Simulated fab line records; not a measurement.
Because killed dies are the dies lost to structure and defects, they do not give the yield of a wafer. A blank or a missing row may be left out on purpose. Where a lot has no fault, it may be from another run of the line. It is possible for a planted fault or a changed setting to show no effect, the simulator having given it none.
Which tool was responsible? -- flow rit cmos -- 12 lots, 36 wafers sampled, at 4 steps of a route of 202

## WHAT THE GAUGES READ, wafer by wafer
RIT_ACTIVE_BOW_MEAS_00. Usual: INCOMING_BOW gives 0 um (standard deviation 6.4).
lot,measured,on,INCOMING_BOW (um),flag
L948,day 1 10:02,film metro-03,-12 -10 1,
L949,day 1 15:01,film metro-03,4 -2 -3,
L950,day 1 20:02,film metro-03,4 -2 -7,
L951,day 2 01:02,film metro-04,-3 5 -3,
L952,day 2 06:00,film metro-02,5 -1 8,
L954,day 2 16:01,film metro-02,11 -4 6,
L956,day 3 02:00,film metro-03,-2 -5 1,
L958,day 3 12:00,film metro-04,1 -5 -1,
L962,day 4 08:00,film metro-04,0 4 9,
L963,day 4 13:01,film metro-04,-8 4 2,
L966,day 5 04:04,film metro-04,-8 -5 -4,
L971,day 6 05:00,film metro-04,3 6 -2,

RIT_ACTIVE_THK_MEAS_02. Usual: ACTIVE_OXIDE_THK gives 46.9 nm (standard deviation 0.97).
lot,measured,on,ACTIVE_OXIDE_THK (nm),flag
L948,day 1 12:04,film metro-04,46.8 46.4 46.8,
L949,day 1 18:59,film metro-02,47.0 46.6 47.0,
L950,day 1 22:04,film metro-02,47.9 47.7 47.1,
L951,day 2 03:04,film metro-02,47.8 48.0 47.5,
L952,day 2 08:06,film metro-04,46.8 46.9 47.1,
L954,day 2 19:01,film metro-03,46.8 46.9 47.2,
L956,day 3 06:04,film metro-02,48.4 47.4 48.2,
L958,day 3 19:13,film metro-04,47.6 49.0 49.1,
L962,day 4 10:03,film metro-03,47.0 46.2 47.2,
L963,day 4 15:04,film metro-02,46.8 46.3 47.0,
L966,day 5 07:07,film metro-04,48.5 47.2 48.3,
L971,day 6 07:03,film metro-02,44.9 44.9 45.1,

RIT_GATE_OVL_MEAS_17. Usual: GATE_OVL gives 0.0 nm (standard deviation 1.6).
lot,measured,on,GATE_OVL (nm),flag
L948,day 2 17:41,overlay-02,2.1 3.4 1.6,
L949,day 2 22:54,overlay-01,1.7 0.9 -1.0,
L950,day 2 23:16,overlay-01,-0.6 -1.7 -4.6,
L951,day 3 10:13,overlay-01,0.4 -0.3 -1.1,
L952,day 3 12:07,overlay-02,1.8 2.5 1.2,
L954,day 4 00:21,overlay-02,0.4 2.6 0.7,
L956,day 4 15:41,overlay-02,240.9 238.8 242.1 242.1 240.4 244.1,OFF
L958,day 4 20:55,overlay-02,-0.5 -0.3 -0.4,
L962,day 5 16:05,overlay-02,241.5 239.3 240.4 243.1 241.0 241.5,OFF
L963,day 5 18:44,overlay-01,0.3 0.0 -1.4,
L966,day 6 11:20,overlay-02,-1.1 -1.2 -0.8,
L971,day 7 18:26,overlay-02,1.8 0.6 0.5,

## TOOL THAT RAN EACH LOT (tool first, then ch and the chambers of the sampled wafers, then the start)
lot,RIT_GATE_EXPOSE_13
L948,"iline stepper-02 ch 0, day 2 17:11"
L949,"iline stepper-01 ch 0, day 2 21:17"
L950,"iline stepper-01 ch 0, day 2 22:42"
L951,"iline stepper-01 ch 0, day 3 09:43"
L952,"iline stepper-02 ch 0, day 3 11:25"
L954,"iline stepper-01 ch 0, day 3 23:51"
L956,"iline stepper-02 ch 0, day 4 15:10"
L958,"iline stepper-01 ch 0, day 4 20:07"
L962,"iline stepper-02 ch 0, day 5 15:34"
L963,"iline stepper-01 ch 0, day 5 18:13"
L966,"iline stepper-01 ch 0, day 6 10:52"
L971,"iline stepper-01 ch 0, day 7 17:55"
- RIT_GATE_EXPOSE_13: exposes mask M6, target cd 150 nm.

## AS READ BY THE TOOLS THEMSELVES (means over the sampled wafers that have a number; for cases with no such wafer, the mark the record gives instead)
The record holds no such reading with a usual standard deviation.

## THE ANSWER, worked out from the rows above alone
Rule: take the mean of a lot's wafers that have a number; if it is more than 3 standard deviations from the usual mean, the lot is off. A lot without any number at a reading at which 4 lots or more have one is off too. Any other lot the step has rows for is counted as sound. The gauges are gone through in route order, then the tools' own readings, and for those a lot's mean is taken as printed above. The first step at which some lot is off is used, and at that step the reading that is off furthest; a lot without a number counts as furthest.
Off: L956, L962, seen at RIT_GATE_OVL_MEAS_17 (GATE_OVL).
If a tool, at a process step before that reading, ran all the lots that are off and no sound lot after the first of them, it fits. Gauges at RIT_GATE_OVL_MEAS_17: tried the same way as those tools. One fits: RIT_GATE_EXPOSE_13 on iline stepper-02. Its last sound lot is L952 (day 3 11:25), its first lot that is off L956 (day 4 15:10): a fault that began between those two fits.

## WHAT WAS PUT IN BY THE SIMULATOR
Scanner matching overlay: iline stepper-02, from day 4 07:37 on, at RIT_GATE_EXPOSE_13. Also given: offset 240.
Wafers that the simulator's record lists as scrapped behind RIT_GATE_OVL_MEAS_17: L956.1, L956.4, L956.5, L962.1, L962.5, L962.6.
Struck lots among those shown: L956, L962. The same result came from the rule above.
